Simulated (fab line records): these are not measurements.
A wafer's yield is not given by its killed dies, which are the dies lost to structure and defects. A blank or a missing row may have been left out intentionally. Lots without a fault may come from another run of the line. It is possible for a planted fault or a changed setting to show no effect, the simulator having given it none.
The tool behind it: which one? + flow ritCmos + 7 lots, 21 wafers sampled, at 2 steps of a route of 202

== WHAT THE GAUGES READ, wafer by wafer ==
RIT_GATE_THK_MEAS_07.
| lot  | measured    | on           | GATE_OXIDE_THK (nm) |
|------|-------------|--------------|---------------------|
| L296 | day 2 20:20 | filmMetro-04 | 3.03 3.12 3.09      |
| L298 | day 3 08:14 | filmMetro-04 | 3.11 3.01 3.00      |
| L302 | day 4 12:51 | filmMetro-03 | 2.96 3.00 2.98      |
| L304 | day 4 17:41 | filmMetro-04 | 3.03 3.00 3.06      |
| L306 | day 5 03:59 | filmMetro-01 | 2.94 3.01 2.96      |
| L309 | day 5 15:54 | filmMetro-04 | 2.71 2.75 2.76      |
| L312 | day 6 07:43 | filmMetro-01 | 2.82 2.65 2.76      |

== TOOL THAT RAN EACH LOT (tool first, then ch and the chambers of the sampled wafers, then the start) ==
| lot  | RIT_GATE_OXIDATION_05        |
|------|------------------------------|
| L296 | furnace-01 ch 0, day 2 19:00 |
| L298 | furnace-04 ch 0, day 3 06:55 |
| L302 | furnace-01 ch 0, day 4 11:04 |
| L304 | furnace-04 ch 0, day 4 16:22 |
| L306 | furnace-04 ch 0, day 4 22:59 |
| L309 | furnace-04 ch 0, day 5 13:15 |
| L312 | furnace-04 ch 0, day 6 06:21 |
- RIT_GATE_OXIDATION_05: target thk 3 nm, ox time 270 s.

== THE ANSWER, worked out from the rows above alone ==
Rule: the usual values come from the lots themselves. The widest of any qualifying gaps counts: lots, ordered by their means at a reading, are off when they make up no more than a third of the lots, leave a main group of 4 or more, and stand apart from it by 3 or more times the standard deviation of that group's means. Not used: any main group whose means are identical at the precision the tables above print for the reading. Also off: a lot with no number at a reading for which 4 or more lots have one. Any other lot the step has rows for is counted as sound.
Off: L309, L312, seen at RIT_GATE_THK_MEAS_07 (GATE_OXIDE_THK). For the main group the mean is 3.02 nm and the standard deviation 0.04.
A tool fits if, at a process step before that reading, it ran every lot that is off, and no sound lot after the first of them. Those tools and the gauges at RIT_GATE_THK_MEAS_07 are tried in the same way. One fits: RIT_GATE_OXIDATION_05 on furnace-04. Its last sound lot is L306 (day 4 22:59), its first lot that is off L309 (day 5 13:15): a fault that began between those two fits.

== WHAT THE SIMULATOR HAD PUT IN ==
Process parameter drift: furnace-04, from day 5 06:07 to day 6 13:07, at RIT_GATE_OXIDATION_05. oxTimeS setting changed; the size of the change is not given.
Struck lots among those shown: L309, L312. The rule given above showed the same thing.
